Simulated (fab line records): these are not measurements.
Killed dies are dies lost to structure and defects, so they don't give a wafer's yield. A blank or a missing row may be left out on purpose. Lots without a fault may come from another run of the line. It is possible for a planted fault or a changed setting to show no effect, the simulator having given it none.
fab line records :: flow berkeley-cmos170
record
  lots=14
  wafers=42
  last-day=14
route steps=331 shown NLDD@166
lots that met no fault: taken from a fault-free run of the same line
start-h: start of the lot's first displayed wafer, in hours after the record's first day :: wait-h: hours elapsed since this lot's preceding step :: " as in the row above :: L1.1+2: a row that stands for several wafers :: - no value present, or no start provided :: * or withheld: withheld :: < > ~ a bound
route shown NAME@n: names a module that has steps shown in the file, with the first one's number in the route :: usual: mean/standard deviation taken from wafers without a fault :: same: alike in all rows :: chamber/n: place in a boat :: sites: readings site by site :: _std_site: the values' standard deviation :: _edge_site: outer sites' mean less inner sites' :: radius-mm: how far each site lies from the wafer's centre :: mask NAME#n: copy n :: behind: the most recent tool/chamber to have shaped the wafer :: hold: the reason the lot was held/the length of the hold in hours/how it ended :: device: the transistor (n, p or np) that didn't switch :: end of line: at the end of the route, the tests of the same wafers :: a step without rows: its recipe alone :: killed: the dies lost at the first sort to structure and to defects; this is not the yield of the wafer :: map: a wafer's dies, x killed, . not, _ none there
set.NAME: the setting the step ran with; set.NAME@STEP: the setting that earlier step ran with :: model.NAME: the simulator's own value behind a step, which no gauge read
the route's steps for a sample of lots (tables are steps, rows are wafers)
services: the hour from which a tool's chamber was out of use, counted from the record's first day as start-h (under 0 if before that day), plus the number of hours and why
## steps
# step UCB170_NLDD_IMPLANT_08
# recipe
  species=As
  dose-cm2=5e+13
  energy-kev=30
  tilt-deg=7
  rotation-deg=0
# usual
  dose-ions-cm2=5e+13/5.3e+10
  faraday-current-uA=159/3.2
lot.wafer: L453.2
tool: implanter-03
chamber: 0
start-h: 163.17
wait-h: 0.0
dose-ions-cm2: 5.002e+13
faraday-current-uA: 157

lot.wafer: L453.3
tool: implanter-03
chamber: 0
start-h: 163.17
wait-h: 0.0
dose-ions-cm2: 5.006e+13
faraday-current-uA: 159

lot.wafer: L453.5
tool: implanter-03
chamber: 0
start-h: 163.17
wait-h: 0.0
dose-ions-cm2: 4.998e+13
faraday-current-uA: 156

lot.wafer: L454.1
tool: implanter-01
chamber: 0
start-h: 163.58
wait-h: 0.0
dose-ions-cm2: 5.005e+13
faraday-current-uA: 161

lot.wafer: L454.2
tool: implanter-01
chamber: 0
start-h: 163.58
wait-h: 0.0
dose-ions-cm2: 5e+13
faraday-current-uA: 160

lot.wafer: L454.4
tool: implanter-01
chamber: 0
start-h: 163.58
wait-h: 0.0
dose-ions-cm2: 4.999e+13
faraday-current-uA: 164

lot.wafer: L455.1
tool: implanter-03
chamber: 0
start-h: 175.40
wait-h: 0.0
dose-ions-cm2: 4.995e+13
faraday-current-uA: 161

lot.wafer: L455.2
tool: implanter-03
chamber: 0
start-h: 175.40
wait-h: 0.0
dose-ions-cm2: 4.993e+13
faraday-current-uA: 158

lot.wafer: L455.4
tool: implanter-03
chamber: 0
start-h: 175.40
wait-h: 0.0
dose-ions-cm2: 4.999e+13
faraday-current-uA: 155

lot.wafer: L457.1
tool: implanter-04
chamber: 0
start-h: 183.04
wait-h: 0.0
dose-ions-cm2: 4.999e+13
faraday-current-uA: 160

lot.wafer: L457.2
tool: implanter-04
chamber: 0
start-h: 183.04
wait-h: 0.0
dose-ions-cm2: 4.996e+13
faraday-current-uA: 151

lot.wafer: L457.5
tool: implanter-04
chamber: 0
start-h: 183.04
wait-h: 0.0
dose-ions-cm2: 4.988e+13
faraday-current-uA: 166

lot.wafer: L456.1
tool: implanter-03
chamber: 0
start-h: 183.49
wait-h: 0.0
dose-ions-cm2: 4.995e+13
faraday-current-uA: 161

lot.wafer: L456.2
tool: implanter-03
chamber: 0
start-h: 183.49
wait-h: 0.0
dose-ions-cm2: 4.998e+13
faraday-current-uA: 153

lot.wafer: L456.5
tool: implanter-03
chamber: 0
start-h: 183.49
wait-h: 0.0
dose-ions-cm2: 4.997e+13
faraday-current-uA: 159

lot.wafer: L460.1
tool: implanter-03
chamber: 0
start-h: 194.14
wait-h: 0.0
dose-ions-cm2: 4.991e+13
faraday-current-uA: 160

lot.wafer: L460.5
tool: implanter-03
chamber: 0
start-h: 194.14
wait-h: 0.0
dose-ions-cm2: 5.001e+13
faraday-current-uA: 160

lot.wafer: L460.6
tool: implanter-03
chamber: 0
start-h: 194.14
wait-h: 0.0
dose-ions-cm2: 5.001e+13
faraday-current-uA: 161

lot.wafer: L459.2
tool: implanter-01
chamber: 0
start-h: 194.55
wait-h: 0.0
dose-ions-cm2: 5.004e+13
faraday-current-uA: 160

lot.wafer: L459.3
tool: implanter-01
chamber: 0
start-h: 194.55
wait-h: 0.0
dose-ions-cm2: 5.002e+13
faraday-current-uA: 162

lot.wafer: L459.6
tool: implanter-01
chamber: 0
start-h: 194.55
wait-h: 0.0
dose-ions-cm2: 5.012e+13
faraday-current-uA: 162

lot.wafer: L463.1
tool: implanter-01
chamber: 0
start-h: 214.98
wait-h: 0.0
dose-ions-cm2: 4.998e+13
faraday-current-uA: 160

lot.wafer: L463.4
tool: implanter-01
chamber: 0
start-h: 214.98
wait-h: 0.0
dose-ions-cm2: 4.997e+13
faraday-current-uA: 159

lot.wafer: L463.6
tool: implanter-01
chamber: 0
start-h: 214.98
wait-h: 0.0
dose-ions-cm2: 5.005e+13
faraday-current-uA: 159

lot.wafer: L465.2
tool: implanter-03
chamber: 0
start-h: 226.54
wait-h: 0.0
dose-ions-cm2: 4.393e+13
faraday-current-uA: 143

lot.wafer: L465.3
tool: implanter-03
chamber: 0
start-h: 226.54
wait-h: 0.0
dose-ions-cm2: 4.399e+13
faraday-current-uA: 142

lot.wafer: L465.5
tool: implanter-03
chamber: 0
start-h: 226.54
wait-h: 0.0
dose-ions-cm2: 4.398e+13
faraday-current-uA: 144

lot.wafer: L467.2
tool: implanter-01
chamber: 0
start-h: 247.57
wait-h: 0.0
dose-ions-cm2: 5e+13
faraday-current-uA: 161

lot.wafer: L467.3
tool: implanter-01
chamber: 0
start-h: 247.57
wait-h: 0.0
dose-ions-cm2: 5.001e+13
faraday-current-uA: 159

lot.wafer: L467.6
tool: implanter-01
chamber: 0
start-h: 247.57
wait-h: 0.0
dose-ions-cm2: 5.001e+13
faraday-current-uA: 157

lot.wafer: L471.2
tool: implanter-03
chamber: 0
start-h: 264.53
wait-h: 0.0
dose-ions-cm2: 4.405e+13
faraday-current-uA: 140

lot.wafer: L471.3
tool: implanter-03
chamber: 0
start-h: 264.53
wait-h: 0.0
dose-ions-cm2: 4.401e+13
faraday-current-uA: 134

lot.wafer: L471.4
tool: implanter-03
chamber: 0
start-h: 264.53
wait-h: 0.0
dose-ions-cm2: 4.399e+13
faraday-current-uA: 134

lot.wafer: L472.1
tool: implanter-01
chamber: 0
start-h: 271.28
wait-h: 0.0
dose-ions-cm2: 5.002e+13
faraday-current-uA: 161

lot.wafer: L472.3
tool: implanter-01
chamber: 0
start-h: 271.28
wait-h: 0.0
dose-ions-cm2: 4.994e+13
faraday-current-uA: 162

lot.wafer: L472.4
tool: implanter-01
chamber: 0
start-h: 271.28
wait-h: 0.0
dose-ions-cm2: 4.999e+13
faraday-current-uA: 159

lot.wafer: L473.3
tool: implanter-04
chamber: 0
start-h: 271.54
wait-h: 0.1
dose-ions-cm2: 5.002e+13
faraday-current-uA: 154

lot.wafer: L473.5
tool: implanter-04
chamber: 0
start-h: 271.54
wait-h: 0.1
dose-ions-cm2: 5.001e+13
faraday-current-uA: 149

lot.wafer: L473.6
tool: implanter-04
chamber: 0
start-h: 271.54
wait-h: 0.1
dose-ions-cm2: 5.001e+13
faraday-current-uA: 157

lot.wafer: L475.2
tool: implanter-01
chamber: 0
start-h: 293.12
wait-h: 0.0
dose-ions-cm2: 5.005e+13
faraday-current-uA: 155

lot.wafer: L475.4
tool: implanter-01
chamber: 0
start-h: 293.12
wait-h: 0.0
dose-ions-cm2: 5e+13
faraday-current-uA: 158

lot.wafer: L475.6
tool: implanter-01
chamber: 0
start-h: 293.12
wait-h: 0.0
dose-ions-cm2: 5.003e+13
faraday-current-uA: 155
# step UCB170_SDANNEAL_RS_MEAS_05
# recipe
  thk-meas-gauge=four-point-probe
# usual
  NLDD_RS=616.6/1.6
lot.wafer: L454.1
tool: film-metro-02
chamber: -
start-h: 177.05
wait-h: 0.1
NLDD_RS[ohm/sq]: 619.8

lot.wafer: L454.2
tool: film-metro-02
chamber: -
start-h: 177.05
wait-h: 0.1
NLDD_RS[ohm/sq]: 618.9

lot.wafer: L454.4
tool: film-metro-02
chamber: -
start-h: 177.05
wait-h: 0.1
NLDD_RS[ohm/sq]: 618.2

lot.wafer: L453.2
tool: film-metro-01
chamber: -
start-h: 177.07
wait-h: 0.1
NLDD_RS[ohm/sq]: 613.8

lot.wafer: L453.3
tool: film-metro-01
chamber: -
start-h: 177.07
wait-h: 0.1
NLDD_RS[ohm/sq]: 613.6

lot.wafer: L453.5
tool: film-metro-01
chamber: -
start-h: 177.07
wait-h: 0.1
NLDD_RS[ohm/sq]: 614.0

lot.wafer: L455.1
tool: film-metro-04
chamber: -
start-h: 190.27
wait-h: 0.1
NLDD_RS[ohm/sq]: 614.5

lot.wafer: L455.2
tool: film-metro-04
chamber: -
start-h: 190.27
wait-h: 0.1
NLDD_RS[ohm/sq]: 615.1

lot.wafer: L455.4
tool: film-metro-04
chamber: -
start-h: 190.27
wait-h: 0.1
NLDD_RS[ohm/sq]: 614.9

lot.wafer: L457.1
tool: film-metro-01
chamber: -
start-h: 194.82
wait-h: 0.1
NLDD_RS[ohm/sq]: 615.4

lot.wafer: L457.2
tool: film-metro-01
chamber: -
start-h: 194.82
wait-h: 0.1
NLDD_RS[ohm/sq]: 616.5

lot.wafer: L457.5
tool: film-metro-01
chamber: -
start-h: 194.82
wait-h: 0.1
NLDD_RS[ohm/sq]: 616.6

lot.wafer: L456.1
tool: film-metro-04
chamber: -
start-h: 195.65
wait-h: 0.1
NLDD_RS[ohm/sq]: 615.7

lot.wafer: L456.2
tool: film-metro-04
chamber: -
start-h: 195.65
wait-h: 0.1
NLDD_RS[ohm/sq]: 612.9

lot.wafer: L456.5
tool: film-metro-04
chamber: -
start-h: 195.65
wait-h: 0.1
NLDD_RS[ohm/sq]: 615.3

lot.wafer: L459.2
tool: film-metro-04
chamber: -
start-h: 205.71
wait-h: 0.1
NLDD_RS[ohm/sq]: 616.5

lot.wafer: L459.3
tool: film-metro-04
chamber: -
start-h: 205.71
wait-h: 0.1
NLDD_RS[ohm/sq]: 618.1

lot.wafer: L459.6
tool: film-metro-04
chamber: -
start-h: 205.71
wait-h: 0.1
NLDD_RS[ohm/sq]: 617.5

lot.wafer: L460.1
tool: film-metro-01
chamber: -
start-h: 205.98
wait-h: 0.1
NLDD_RS[ohm/sq]: 619.8

lot.wafer: L460.5
tool: film-metro-01
chamber: -
start-h: 205.98
wait-h: 0.1
NLDD_RS[ohm/sq]: 617.0

lot.wafer: L460.6
tool: film-metro-01
chamber: -
start-h: 205.98
wait-h: 0.1
NLDD_RS[ohm/sq]: 617.5

lot.wafer: L463.1
tool: film-metro-02
chamber: -
start-h: 228.25
wait-h: 0.1
NLDD_RS[ohm/sq]: 616.5

lot.wafer: L463.4
tool: film-metro-02
chamber: -
start-h: 228.25
wait-h: 0.1
NLDD_RS[ohm/sq]: 617.1

lot.wafer: L463.6
tool: film-metro-02
chamber: -
start-h: 228.25
wait-h: 0.1
NLDD_RS[ohm/sq]: 618.0

lot.wafer: L465.2
tool: film-metro-01
chamber: -
start-h: 241.69
wait-h: 0.1
NLDD_RS[ohm/sq]: 641.3

lot.wafer: L465.3
tool: film-metro-01
chamber: -
start-h: 241.69
wait-h: 0.1
NLDD_RS[ohm/sq]: 640.3

lot.wafer: L465.5
tool: film-metro-01
chamber: -
start-h: 241.69
wait-h: 0.1
NLDD_RS[ohm/sq]: 641.6

lot.wafer: L467.2
tool: film-metro-04
chamber: -
start-h: 263.87
wait-h: 0.1
NLDD_RS[ohm/sq]: 615.4

lot.wafer: L467.3
tool: film-metro-04
chamber: -
start-h: 263.87
wait-h: 0.1
NLDD_RS[ohm/sq]: 615.2

lot.wafer: L467.6
tool: film-metro-04
chamber: -
start-h: 263.87
wait-h: 0.1
NLDD_RS[ohm/sq]: 616.9

lot.wafer: L471.2
tool: film-metro-02
chamber: -
start-h: 280.45
wait-h: 0.1
NLDD_RS[ohm/sq]: 643.3

lot.wafer: L471.3
tool: film-metro-02
chamber: -
start-h: 280.45
wait-h: 0.1
NLDD_RS[ohm/sq]: 644.7

lot.wafer: L471.4
tool: film-metro-02
chamber: -
start-h: 280.45
wait-h: 0.1
NLDD_RS[ohm/sq]: 642.7

lot.wafer: L472.1
tool: film-metro-01
chamber: -
start-h: 280.57
wait-h: 0.1
NLDD_RS[ohm/sq]: 616.3

lot.wafer: L472.3
tool: film-metro-01
chamber: -
start-h: 280.57
wait-h: 0.1
NLDD_RS[ohm/sq]: 616.3

lot.wafer: L472.4
tool: film-metro-01
chamber: -
start-h: 280.57
wait-h: 0.1
NLDD_RS[ohm/sq]: 615.8

lot.wafer: L473.3
tool: film-metro-04
chamber: -
start-h: 280.92
wait-h: 0.1
NLDD_RS[ohm/sq]: 616.6

lot.wafer: L473.5
tool: film-metro-04
chamber: -
start-h: 280.92
wait-h: 0.1
NLDD_RS[ohm/sq]: 618.1

lot.wafer: L473.6
tool: film-metro-04
chamber: -
start-h: 280.92
wait-h: 0.1
NLDD_RS[ohm/sq]: 617.4

lot.wafer: L475.2
tool: film-metro-04
chamber: -
start-h: 304.03
wait-h: 0.1
NLDD_RS[ohm/sq]: 616.5

lot.wafer: L475.4
tool: film-metro-04
chamber: -
start-h: 304.03
wait-h: 0.1
NLDD_RS[ohm/sq]: 619.3

lot.wafer: L475.6
tool: film-metro-04
chamber: -
start-h: 304.03
wait-h: 0.1
NLDD_RS[ohm/sq]: 618.3
## services
tool: implanter-04
chamber: -
start-h: 159.12
hours: 2.4
kind: repair

tool: implanter-04
chamber: -
start-h: 248.25
hours: 1.1
kind: repair

tool: implanter-03
chamber: -
start-h: 272.68
hours: 4.1
kind: pm

tool: implanter-03
chamber: -
start-h: 278.30
hours: 7.5
kind: repair
## key
first-sign
  step=UCB170_NLDD_IMPLANT_08
  reading=dose-ions-cm2
  direction=down
  sigmas=99+
  usual=5e+13
  struck=4.399e+13
effect
  step=UCB170_NLDD_IMPLANT_08
  reading=faraday-current-uA
  direction=down
  sigmas=6
  usual=159
  struck=139
effect
  step=UCB170_SDANNEAL_RS_MEAS_05
  reading=NLDD_RS
  direction=up
  sigmas=16
  usual=616.6
  struck=642.3
met-at UCB170_NLDD_IMPLANT_08
struck-lots L465,L471
tester-left-out L465,L471
onset-between 194.14 226.54
fault
  kind=process-parameter-drift
  tool=implanter-03
  chamber=-
  onset-h=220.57
  steps=UCB170_NLDD_IMPLANT_08
  channel=dose-cm2
  offset=-6e+12
  shape=step
  end-h=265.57
  acts-in=these-recipes-only
  stated=5e+13
# tester-left-out: of these lots the tester's yield and bins aren't shown, on N5 and GAA mostly nor the transistor test; their killed dies are dies lost to structure and defects alone, not to doping, threshold or leakage, so they don't give the yield
